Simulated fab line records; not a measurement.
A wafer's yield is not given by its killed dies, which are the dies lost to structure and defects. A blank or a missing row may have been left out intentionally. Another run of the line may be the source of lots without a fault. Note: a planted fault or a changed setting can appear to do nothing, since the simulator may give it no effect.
Code-filled problem report in 8D (eight disciplines) form -- flow rit_cmos -- the parts of the form that need people (team, actions taken, sign-off) are left out

1. THE ISSUE
ACTIVE_NITRIDE_THK at RIT_ACTIVE_THK_MEAS_04 reads a mean of 207.4 nm on 3 wafers of 1 lot; wafers without a fault read 149.7 nm with a standard deviation of 1.5. That puts it +38 standard deviations away from the usual mean.
Earliest sighting: wafer L167.2 on film_metro-04 at day 4 11:46. The record holds 39 wafers of 13 lots with a number at this step. Rule for "out" (also "out of limits"): further than 4 standard deviations from the usual mean. All remaining wafers that have a number are taken as sound.

2. WHAT IT IS AND WHAT IT IS NOT
question,is,is not
which readings at this step,ACTIVE_NITRIDE_THK,-
which lots,L167,"L153, L155, L156, L159, L160, L161, L162, L163, L164, L165, L166, L175"
which wafers of those lots,all that have a number,-
read on which gauges,film_metro-04,"film_metro-01, film_metro-02"
when,from day 4 11:46,up to then (33 sound wafers); but 3 sound wafers of L175 came after

3. SUSPECTS, AND WHAT RULES EACH OUT
Counting: a tool at any process step up to the reading remains a suspect when it ran all the lots that are out and ran no sound lot after the first of those.
- the gauge at RIT_ACTIVE_THK_MEAS_04 is ruled out. All the wafers that are out were read on film_metro-04, but those of them that RIT_ACTIVE_ETCH_13 has rows for are out there too, on other tools.
- lpcvd-02 at RIT_ACTIVE_CVD_03 (deposits Si3N4 from SiH2Cl2/NH3, target thk 150 nm, time 1500 s): kept. It ran the lot that is out, L167 (day 4 10:20), and no sound lot after that; its last sound lot up to then is L165 (day 4 00:07).
The count leaves lpcvd-02 at RIT_ACTIVE_CVD_03.

4. THE CAUSE (what the simulator had put in)
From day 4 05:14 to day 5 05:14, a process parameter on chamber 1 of lpcvd-02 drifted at RIT_ACTIVE_CVD_03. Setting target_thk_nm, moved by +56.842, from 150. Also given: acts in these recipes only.
After counting, this tool was the only one left.

5. SEQUENCE OF EFFECTS, ordered by route
Each row: a reading where the mean over the struck wafers with a number is more than 3 standard deviations away from the usual. Only readings whose record carries a usual standard deviation are examined. hours: median over the lots of the time between each lot's start at the first step of this table that gives one and its start at this step. sigmas: the change, counted in usual standard deviations.
hours,step,reading,usual,on struck wafers,change,sigmas
0,RIT_ACTIVE_THK_MEAS_04,ACTIVE_NITRIDE_THK,149.7 nm,207.4,+57.7,+38
5,RIT_ACTIVE_ETCH_13,oes_product_au,0.820 a.u.,0.970,+0.150,+12
Its process steps:
- RIT_ACTIVE_ETCH_13: etches Si3N4 in SF6, stops on SiO2, time 210 s, target depth 210 nm.

6. HOW IT WOULD HAVE BEEN CAUGHT EARLIER
7 hours passed between the start of the fault at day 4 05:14 and the first reading out of limits at a measuring or inspecting step in this record, taken at day 4 11:46.
No tool reading at RIT_ACTIVE_CVD_03 that has a usual standard deviation in the record was out on any struck wafer, so an alarm limit of 4 standard deviations on those readings would not have fired.
The start of RIT_ACTIVE_CVD_03 on lpcvd-02 came by day 4 11:46 for every one of the lots that are out (1). Tool hold at that time: it would have spared none of them.
